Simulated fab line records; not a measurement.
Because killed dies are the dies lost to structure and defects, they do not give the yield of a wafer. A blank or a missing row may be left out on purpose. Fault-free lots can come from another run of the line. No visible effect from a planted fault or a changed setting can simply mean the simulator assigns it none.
Split-lot experiment	flow berkeley-cmos170	5 lots, 23 wafers read, on a route of 331 steps

ON THE SPLIT
At UCB170_V1_CVD_00 (deposits SiO2 from TEOS/O2, target thk 2000 nm, time 250 s), the setting time-s was moved away from the recipe's 250 s on 7 of the 23 wafers read, by -10.0% to +9.1%. The other wafers ran this setting at the recipe's value.

No step appears in the file between the split and the reading.

THE READING
V1_TEOS_THK (nm), taken at UCB170_V1_THK_MEAS_01. Typical for fault-free wafers on this fab line: 2018 nm, with standard deviation 28 nm.

wafer	tool, chamber at the split	time-s as run, s	against the recipe	V1_TEOS_THK, nm	against lot-mates on the recipe
L074.2	pecvd-02, 2	250	recipe	2020	-
L074.3	pecvd-02, 1	250	recipe	2011	-
L074.4	pecvd-02, 2	250	recipe	2062	-
L074.5	pecvd-02, 1	250	recipe	2066	-
L074.6	pecvd-02, 0	250	recipe	2055	-
L076.1	pecvd-04, 1	250	recipe	1967	-
L076.2	pecvd-04, 2	229.2	-8.3%	1812	-171
L076.3	pecvd-04, 0	229.2	-8.3%	1798	-185
L076.4	pecvd-04, 2	250	recipe	1975	-
L076.6	pecvd-04, 0	250	recipe	2008	-
L078.3	pecvd-03, 1	250	recipe	2006	-
L078.4	pecvd-03, 2	250	recipe	2017	-
L078.6	pecvd-03, 1	250	recipe	2034	-
L080.1	pecvd-03, 2	250	recipe	2004	-
L080.2	pecvd-03, 1	250	recipe	2024	-
L080.4	pecvd-03, 1	225	-10.0%	1845	-182
L080.5	pecvd-03, 2	225	-10.0%	1871	-156
L080.6	pecvd-03, 0	250	recipe	2054	-
L084.1	pecvd-02, 2	250	recipe	2005	-
L084.2	pecvd-02, 1	272.8	+9.1%	2185	+170
L084.3	pecvd-02, 0	272.8	+9.1%	2166	+152
L084.5	pecvd-02, 2	250	recipe	2024	-
L084.6	pecvd-02, 0	272.8	+9.1%	2202	+188

THE FIT
A straight line over all 23 wafers: V1_TEOS_THK changes by +19.2 nm for each +1% of time-s; r = +0.95; the points scatter about the line by 32 nm.
The same after taking each lot's own level away (the mean of its wafers on the recipe; 23 wafers): +18.7 nm for each +1%; r = +0.98; scatter 20 nm.
According to that fit, moving time-s by its largest amount changes the reading by 1.9e+02 nm.
Measured against the standard deviation above, the lots' own levels, which go from 1983.3 to 2042.8 nm, span 2.1 times it.
Hence the lot-to-lot level has little effect on the slope; both slopes agree.
Check: -189 nm against its lot-mates is what the line predicts for one of the wafers moved furthest among these (-10.0%) when that wafer is left out of the fit. Against them it came out at -182 nm.

FURTHER SPLITS ON THESE WAFERS
These wafers also went through other splits before the reading. Each is held against what the fit with the lots' levels taken away leaves over:
other split on the same wafers	wafers away from the commonest value	r with V1_TEOS_THK (lot level and that fit taken away)
UCB170_GATE_COAT_07 spin-rpm	7	+0.15
UCB170_PLDD_EXPOSE_03 dose-mj	5	+0.01
UCB170_SPACER_ANNEAL_02 temp-c	10	+0.22
UCB170_PSD_EXPOSE_03 dose-mj	6	+0.14
UCB170_NSD_STRIP_09 overash-fraction	5	-0.27
UCB170_SILICIDE_SPUTTER_01 power-w	9	+0.22

THE WHOLE CHAIN: every reading that the file lists as answering this split, in the file's order
step	what it does	reading	change (the file's fit)	r (the file's)
UCB170_V1_CVD_00	deposits SiO2 from TEOS/O2, target thk 2000 nm, time 250 s	SiO2_of_V1_CVD_00.thk-nm (the simulator's own value, which no gauge read)	+18.7 nm for each +1% of the setting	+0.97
UCB170_V1_THK_MEAS_01		V1_TEOS_THK	+18.7 for each +1% of the setting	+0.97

FILE'S OWN FIT
V1_TEOS_THK changes by +18.7 nm for each +1% of time-s, r = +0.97.
